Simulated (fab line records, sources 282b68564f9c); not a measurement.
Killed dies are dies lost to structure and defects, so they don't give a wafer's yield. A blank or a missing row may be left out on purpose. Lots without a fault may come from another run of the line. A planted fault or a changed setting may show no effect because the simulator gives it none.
fab line records | flow rit_cmos
record lots=14 wafers=42 last_day=7
route steps=202 shown NLDD@105
lots that met no fault: from a run of the same line without faults
start_h: hours from the record's first day to the start of the lot's first wafer shown | wait_h: hours since the lot's step before | " the same as in the row above | L1.1+2: a row that stands for several wafers | - no value, or no start given | * or withheld: withheld | < > ~ a bound
route shown NAME@n: a module of which the file shows steps, and the number in the route of the first | usual: mean/standard deviation of fault-free wafers | same: alike in all rows | chamber/n: place in a boat | sites: the reading at each site | _std_site: their standard deviation | _edge_site: outer sites' mean less inner sites' | radius_mm: how far each site lies from the wafer's centre | mask NAME#n: copy n | behind: the tool/chamber that last shaped the wafer | hold: why the lot was held/for how many hours/how that ended | device: the transistor (n, p or np) that didn't switch | end of line: the same wafers' tests at the end of the route | a step without rows: its recipe alone | killed: dies lost to structure and defects at the first sort, not the wafer's yield | map: a wafer's dies, x killed, . not, _ none there
set.NAME: the setting as run; set.NAME@STEP: as run at that earlier step | model.NAME: the simulator's own value behind a step, which no gauge read
steps of the route over a sample of lots; a table a step, a row a wafer
## steps
# step RIT_NLDD_SOFTBAKE_02
# recipe resist=NOVOLAK temp_c=90 time_s=60
# usual heater_power_total_W=34.57/0.049 plate_temp_C=89.99/0.11
# columns lot.wafer tool chamber start_h wait_h heater_power_total_W plate_temp_C
L994.2 litho_track-03 0 41.85 0.1 34.49 89.98
L994.3 " 0 " " 34.54 90.13
L994.4 " 0 " " 34.58 90.14
L996.1 litho_track-03 0 52.21 0.1 34.42 90.00
L996.2 " 0 " " 34.63 89.93
L996.5 " 0 " " 34.60 90.06
L997.1 litho_track-01 0 55.66 0.1 34.54 90.08
L997.3 " 0 " " 34.58 90.19
L997.4 " 0 " " 34.62 90.08
L998.2 litho_track-01 0 61.86 0.1 34.60 89.95
L998.4 " 0 " " 34.54 90.02
L998.5 " 0 " " 34.53 89.98
L999.2 litho_track-01 0 69.06 0.1 34.60 89.95
L999.5 " 0 " " 34.58 89.80
L999.6 " 0 " " 34.47 89.97
L100.1 litho_track-01 0 70.99 0.1 34.59 89.91
L100.3 " 0 " " 34.57 89.78
L100.4 " 0 " " 34.61 89.96
L101.1 litho_track-02 0 76.34 0.1 34.68 89.96
L101.2 " 0 " " 34.64 89.94
L101.5 " 0 " " 34.57 89.94
L102.1 litho_track-02 0 80.67 0.1 34.53 89.92
L102.2 " 0 " " 34.55 89.90
L102.5 " 0 " " 34.51 90.11
L103.1 litho_track-02 0 91.62 0.1 34.60 90.02
L103.4 " 0 " " 34.58 89.80
L103.6 " 0 " " 34.63 89.94
L104.1 litho_track-01 0 91.96 0.1 35.00 90.65
L104.3 " 0 " " 34.97 90.97
L104.6 " 0 " " 34.94 90.90
L105.1 litho_track-01 0 96.80 0.1 35.01 90.66
L105.2 " 0 " " 34.87 90.77
L105.5 " 0 " " 34.97 90.68
L113.2 litho_track-03 0 137.33 0.1 34.61 90.07
L113.3 " 0 " " 34.64 90.09
L113.6 " 0 " " 34.55 89.99
L114.4 litho_track-03 0 140.94 0.1 34.57 89.88
L114.5 " 0 " " 34.71 89.70
L114.6 " 0 " " 34.56 89.80
L116.2 litho_track-02 0 150.83 0.1 34.65 89.93
L116.5 " 0 " " 34.60 90.11
L116.6 " 0 " " 34.51 90.18
## key
first_sign step=RIT_NLDD_SOFTBAKE_02 reading=heater_power_total_W direction=up sigmas=7.9 usual=34.57 struck=34.96
effect step=RIT_NLDD_SOFTBAKE_02 reading=plate_temp_C direction=up sigmas=7.3 usual=* struck=*
met_at RIT_NLDD_SOFTBAKE_02
struck_lots L104,L105
tester_left_out L104,L105
onset_between 70.99 91.96
fault kind=process_parameter_drift tool=litho_track-01 chamber=- onset_h=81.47 steps=RIT_NLDD_SOFTBAKE_02 channel=temp_c offset=* shape=step end_h=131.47 acts_in=* stated=*
# tester_left_out: of these lots the tester's yield and bins aren't shown, on N5 and GAA mostly nor the transistor test; their killed dies are dies lost to structure and defects alone, not to doping, threshold or leakage, so they don't give the yield
